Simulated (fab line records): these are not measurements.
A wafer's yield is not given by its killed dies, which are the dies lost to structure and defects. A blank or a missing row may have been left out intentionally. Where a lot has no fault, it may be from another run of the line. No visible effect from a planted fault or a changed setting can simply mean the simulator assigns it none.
fab line records ; flow rit_cmos
[record] lots = 14; wafers = 42; last_day = 8
route steps=202 shown SILICIDE@162
lots with no fault: from the same line, run without faults
start_h: hours from the record's opening day to when the first of the lot's shown wafers began ; wait_h: time in hours since the lot's previous step ; " same as the row above ; L1.1+2: a single row standing in for several wafers ; - value missing, or start not given ; * or withheld: withheld ; < > ~ a bound
route shown NAME@n: names a module that has steps shown in the file, with the first one's number in the route ; usual: mean/standard deviation taken from wafers without a fault ; same: alike in all rows ; chamber/n: place in a boat ; sites: per-site readings ; _std_site: the standard deviation of these ; _edge_site: outer sites' mean less inner sites' ; radius_mm: for every site, how far away it sits from the centre of the wafer ; mask NAME#n: copy n ; behind: tool/chamber where the wafer was last shaped ; hold: why the lot went on hold/how many hours it stayed there/how the hold came to an end ; device: the n, p or np transistor that did not switch ; end of line: at the end of the route, the tests of the same wafers ; a step without rows: its recipe alone ; killed: dies that structure and defects cost at the first sort, which is not the same as the wafer's yield ; map: a wafer's dies, x killed, . not, _ none there
set.NAME: the setting as run; set.NAME@STEP: as run at that earlier step ; model.NAME: the simulator's own value behind a step, which no gauge read
steps of the route over a sample of lots; a table a step, a row a wafer
services: from which hour (start_h, from the record's first day; less than 0 if before it) a tool's chamber was out of use, for how many hours, and why
[[steps]]
[step RIT_SILICIDE_SPUTTER_01]
[recipe] material = Ti; target_thk_nm = 30; power_w = 350; chamber_pressure_pa = 0.667; gas = Ar; time_s = 240; substrate_temp_c = 25
[usual] throttle_valve_pct = 29.5/1.1
lot.wafer;tool;chamber;start_h;wait_h;throttle_valve_pct
L283.1;pvd_sputter-01;-;52.28;0.0;28.5
L283.2;pvd_sputter-01;-;52.28;0.0;29.4
L283.4;pvd_sputter-01;-;52.28;0.0;29.1
L284.3;pvd_sputter-04;-;61.96;0.0;30.5
L284.4;pvd_sputter-04;-;61.96;0.0;30.4
L284.6;pvd_sputter-04;-;61.96;0.0;29.7
L285.1;pvd_sputter-01;-;64.54;0.0;28.2
L285.3;pvd_sputter-01;-;64.54;0.0;31.1
L285.6;pvd_sputter-01;-;64.54;0.0;28.9
L286.2;pvd_sputter-04;-;68.11;0.0;30.4
L286.4;pvd_sputter-04;-;68.11;0.0;29.5
L286.6;pvd_sputter-04;-;68.11;0.0;28.6
L288.1;pvd_sputter-01;-;84.81;0.0;28.2
L288.5;pvd_sputter-01;-;84.81;0.0;28.3
L288.6;pvd_sputter-01;-;84.81;0.0;29.2
L290.1;pvd_sputter-01;-;89.97;0.0;29.0
L290.3;pvd_sputter-01;-;89.97;0.0;28.2
L290.4;pvd_sputter-01;-;89.97;0.0;29.5
L292.1;pvd_sputter-01;-;101.62;0.0;28.6
L292.3;pvd_sputter-01;-;101.62;0.0;29.5
L292.6;pvd_sputter-01;-;101.62;0.0;29.5
L294.2;pvd_sputter-01;-;112.36;0.0;31.1
L294.4;pvd_sputter-01;-;112.36;0.0;28.8
L294.6;pvd_sputter-01;-;112.36;0.0;29.5
L295.1;pvd_sputter-03;-;121.72;0.0;28.1
L295.2;pvd_sputter-03;-;121.72;0.0;30.1
L295.3;pvd_sputter-03;-;121.72;0.0;31.5
L297.1;pvd_sputter-04;-;129.79;0.0;29.3
L297.2;pvd_sputter-04;-;129.79;0.0;28.9
L297.4;pvd_sputter-04;-;129.79;0.0;30.2
L299.1;pvd_sputter-03;-;158.29;0.0;31.4
L299.3;pvd_sputter-03;-;158.29;0.0;30.2
L299.6;pvd_sputter-03;-;158.29;0.0;31.5
L303.2;pvd_sputter-04;-;173.11;0.0;30.3
L303.3;pvd_sputter-04;-;173.11;0.0;29.5
L303.6;pvd_sputter-04;-;173.11;0.0;28.6
L306.1;pvd_sputter-03;-;186.22;0.0;31.6
L306.3;pvd_sputter-03;-;186.22;0.0;28.9
L306.4;pvd_sputter-03;-;186.22;0.0;28.0
L305.1;pvd_sputter-01;-;187.46;0.0;28.2
L305.2;pvd_sputter-01;-;187.46;0.0;30.9
L305.3;pvd_sputter-01;-;187.46;0.0;29.4
[step RIT_SILICIDE_RS_MEAS_02]
[recipe] thk_meas_gauge = four-point-probe; reads = Ti_of_SILICIDE_SPUTTER_01
[usual] SILICIDE_TI_RS = 48.1/0.72
lot.wafer;tool;chamber;start_h;wait_h;SILICIDE_TI_RS[ohm/sq]
L283.1;film_metro-01;-;52.43;0.1;47.7
L283.2;film_metro-01;-;52.43;0.1;47.2
L283.4;film_metro-01;-;52.43;0.1;47.2
L284.3;film_metro-04;-;62.15;0.1;48.4
L284.4;film_metro-04;-;62.15;0.1;48.0
L284.6;film_metro-04;-;62.15;0.1;48.2
L285.1;film_metro-01;-;64.69;0.1;48.5
L285.3;film_metro-01;-;64.69;0.1;48.1
L285.6;film_metro-01;-;64.69;0.1;47.5
L286.2;film_metro-04;-;68.28;0.1;48.0
L286.4;film_metro-04;-;68.28;0.1;48.8
L286.6;film_metro-04;-;68.28;0.1;47.5
L288.1;film_metro-04;-;84.96;0.1;47.7
L288.5;film_metro-04;-;84.96;0.1;48.0
L288.6;film_metro-04;-;84.96;0.1;48.3
L290.1;film_metro-04;-;90.12;0.1;49.1
L290.3;film_metro-04;-;90.12;0.1;49.7
L290.4;film_metro-04;-;90.12;0.1;49.2
L292.1;film_metro-04;-;101.77;0.1;44.4
L292.3;film_metro-04;-;101.77;0.1;43.8
L292.6;film_metro-04;-;101.77;0.1;43.8
L294.2;film_metro-04;-;112.53;0.1;43.2
L294.4;film_metro-04;-;112.53;0.1;43.1
L294.6;film_metro-04;-;112.53;0.1;43.3
L295.1;film_metro-01;-;121.87;0.1;47.8
L295.2;film_metro-01;-;121.87;0.1;48.8
L295.3;film_metro-01;-;121.87;0.1;47.8
L297.1;film_metro-03;-;129.94;0.1;48.9
L297.2;film_metro-03;-;129.94;0.1;47.2
L297.4;film_metro-03;-;129.94;0.1;49.7
L299.1;film_metro-03;-;158.44;0.1;46.9
L299.3;film_metro-03;-;158.44;0.1;48.7
L299.6;film_metro-03;-;158.44;0.1;47.1
L303.2;film_metro-04;-;173.29;0.1;48.3
L303.3;film_metro-04;-;173.29;0.1;49.0
L303.6;film_metro-04;-;173.29;0.1;47.9
L306.1;film_metro-01;-;186.38;0.1;46.8
L306.3;film_metro-01;-;186.38;0.1;46.1
L306.4;film_metro-01;-;186.38;0.1;47.5
L305.1;film_metro-01;-;187.61;0.1;49.5
L305.2;film_metro-01;-;187.61;0.1;47.8
L305.3;film_metro-01;-;187.61;0.1;47.9
[step RIT_SILICIDE_THK_MEAS_03]
[recipe] thk_meas_gauge = xrf; reads = Ti_of_SILICIDE_SPUTTER_01
[usual] SILICIDE_TI_THK = 30.1/0.43
lot.wafer;tool;chamber;start_h;wait_h;SILICIDE_TI_THK[nm]
L283.1;film_metro-01;-;52.55;0.1;30.5
L283.2;film_metro-01;-;52.55;0.1;30.8
L283.4;film_metro-01;-;52.55;0.1;30.8
L284.3;film_metro-04;-;62.25;0.1;29.8
L284.4;film_metro-04;-;62.25;0.1;29.8
L284.6;film_metro-04;-;62.25;0.1;29.9
L285.1;film_metro-01;-;64.81;0.1;30.1
L285.3;film_metro-01;-;64.81;0.1;30.4
L285.6;film_metro-01;-;64.81;0.1;30.6
L286.2;film_metro-04;-;68.39;0.1;30.0
L286.4;film_metro-04;-;68.39;0.1;29.5
L286.6;film_metro-04;-;68.39;0.1;30.3
L288.1;film_metro-04;-;85.08;0.1;30.2
L288.5;film_metro-04;-;85.08;0.1;30.0
L288.6;film_metro-04;-;85.08;0.1;29.9
L290.1;film_metro-04;-;90.24;0.1;29.6
L290.3;film_metro-04;-;90.24;0.1;29.2
L290.4;film_metro-04;-;90.24;0.1;29.4
L292.1;film_metro-04;-;101.89;0.1;31.8
L292.3;film_metro-04;-;101.89;0.1;32.3
L292.6;film_metro-04;-;101.89;0.1;32.4
L294.2;film_metro-04;-;112.64;0.1;32.6
L294.4;film_metro-04;-;112.64;0.1;32.8
L294.6;film_metro-04;-;112.64;0.1;32.6
L295.1;film_metro-01;-;121.99;0.1;30.2
L295.2;film_metro-01;-;121.99;0.1;29.8
L295.3;film_metro-01;-;121.99;0.1;30.4
L297.1;film_metro-03;-;130.06;0.1;29.6
L297.2;film_metro-03;-;130.06;0.1;30.4
L297.4;film_metro-03;-;130.06;0.1;29.4
L299.1;film_metro-03;-;158.56;0.1;30.6
L299.3;film_metro-03;-;158.56;0.1;29.7
L299.6;film_metro-03;-;158.56;0.1;30.4
L303.2;film_metro-04;-;173.40;0.1;29.9
L303.3;film_metro-04;-;173.40;0.1;29.5
L303.6;film_metro-04;-;173.40;0.1;30.1
L306.1;film_metro-01;-;186.50;0.1;30.9
L306.3;film_metro-01;-;186.50;0.1;31.4
L306.4;film_metro-01;-;186.50;0.1;30.8
L305.1;film_metro-01;-;187.73;0.1;29.8
L305.2;film_metro-01;-;187.73;0.1;30.5
L305.3;film_metro-01;-;187.73;0.1;30.4
[[services]]
tool;chamber;start_h;hours;kind
pvd_sputter-04;-;79.21;23.4;repair
pvd_sputter-04;-;130.65;1.9;repair
[[key]]
[first_sign] step = RIT_SILICIDE_RS_MEAS_02; reading = SILICIDE_TI_RS; direction = down; sigmas = 6.2; usual = 48.1; struck = 43.6
[effect] step = RIT_SILICIDE_THK_MEAS_03; reading = SILICIDE_TI_THK; direction = up; sigmas = 5.3; usual = 30.1; struck = 32.4
met_at RIT_SILICIDE_SPUTTER_01
struck_lots L292,L294
tester_left_out L292,L294
onset_between 89.97 101.62
[fault] kind = process_parameter_drift; tool = pvd_sputter-01; chamber = -; onset_h = 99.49; steps = RIT_SILICIDE_SPUTTER_01; channel = target_thk_nm; offset = 2.2187; shape = step; end_h = 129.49; stated = 30
// tester_left_out: of these lots the tester's yield and bins aren't shown, on N5 and GAA mostly nor the transistor test; their killed dies are dies lost to structure and defects alone, not to doping, threshold or leakage, so they don't give the yield
